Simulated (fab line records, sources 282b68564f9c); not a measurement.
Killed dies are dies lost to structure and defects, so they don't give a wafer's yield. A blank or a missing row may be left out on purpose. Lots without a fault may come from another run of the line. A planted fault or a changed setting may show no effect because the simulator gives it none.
Which tool did it? | flow rit_cmos | 8 lots, 24 wafers sampled, at 2 steps of a route of 202

WHAT THE GAUGES READ, wafer by wafer
RIT_PSD_OVL_MEAS_06.
lot  | measured    | on         | PSD_OVL (nm)
L388 | day 4 19:43 | overlay-02 | -0.2 -1.4 -1.3
L390 | day 5 02:55 | overlay-02 | -3.5 -2.1 -1.3
L394 | day 5 16:46 | overlay-02 | 1.1 1.3 1.1
L396 | day 6 06:55 | overlay-01 | 0.7 0.7 -0.3
L401 | day 6 21:49 | overlay-01 | 3106.2 3107.6 3106.5
L403 | day 7 02:42 | overlay-01 | 3108.9 3106.7 3108.7
L405 | day 7 10:36 | overlay-01 | -2.7 -2.0 -1.4
L409 | day 8 01:00 | overlay-02 | -2.1 -1.4 -1.5

WHICH TOOL RAN EACH LOT (tool, then ch and the chambers of the sampled wafers, then the start)
lot  | RIT_PSD_EXPOSE_03
L388 | iline_stepper-02 ch 0, day 4 19:22
L390 | iline_stepper-02 ch 0, day 5 02:17
L394 | iline_stepper-01 ch 0, day 5 15:58
L396 | iline_stepper-01 ch 0, day 6 06:31
L401 | iline_stepper-02 ch 0, day 6 21:26
L403 | iline_stepper-02 ch 0, day 7 02:07
L405 | iline_stepper-01 ch 0, day 7 10:13
L409 | iline_stepper-01 ch 0, day 8 00:36
- RIT_PSD_EXPOSE_03: exposes mask M10, target cd 40900 nm.

THE ANSWER, worked out from the rows above alone
Rule: what is usual is taken from the lots themselves. Put in order of their means at a reading, lots are off if they are a third of the lots or fewer, leave a main group of 4 or more, and stand apart from it by a gap of 3 or more times the standard deviation of the main group's means; of several such gaps the widest counts. A main group whose means are all the same, to the digits that the tables above print for the reading, isn't used. A lot without any number at a reading at which 4 lots or more have one is off too. The other lots that the step has rows for count as sound.
Off: L401, L403, at RIT_PSD_OVL_MEAS_06 (PSD_OVL). The main group: mean -0.9 nm, standard deviation 1.3.
A tool fits if, at a process step before that reading, it ran every lot that is off, and no sound lot after the first of them. The gauges at RIT_PSD_OVL_MEAS_06 are tried like those tools. One fits: iline_stepper-02 at RIT_PSD_EXPOSE_03. Its last sound lot is L390 (day 5 02:17), its first lot that is off L401 (day 6 21:26): a fault that began between those two fits.

WHAT THE SIMULATOR HAD PUT IN
Scanner matching overlay: iline_stepper-02, from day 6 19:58 on, at RIT_PSD_EXPOSE_03. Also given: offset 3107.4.
Lots struck among those shown: L401, L403. The rule above found the same.
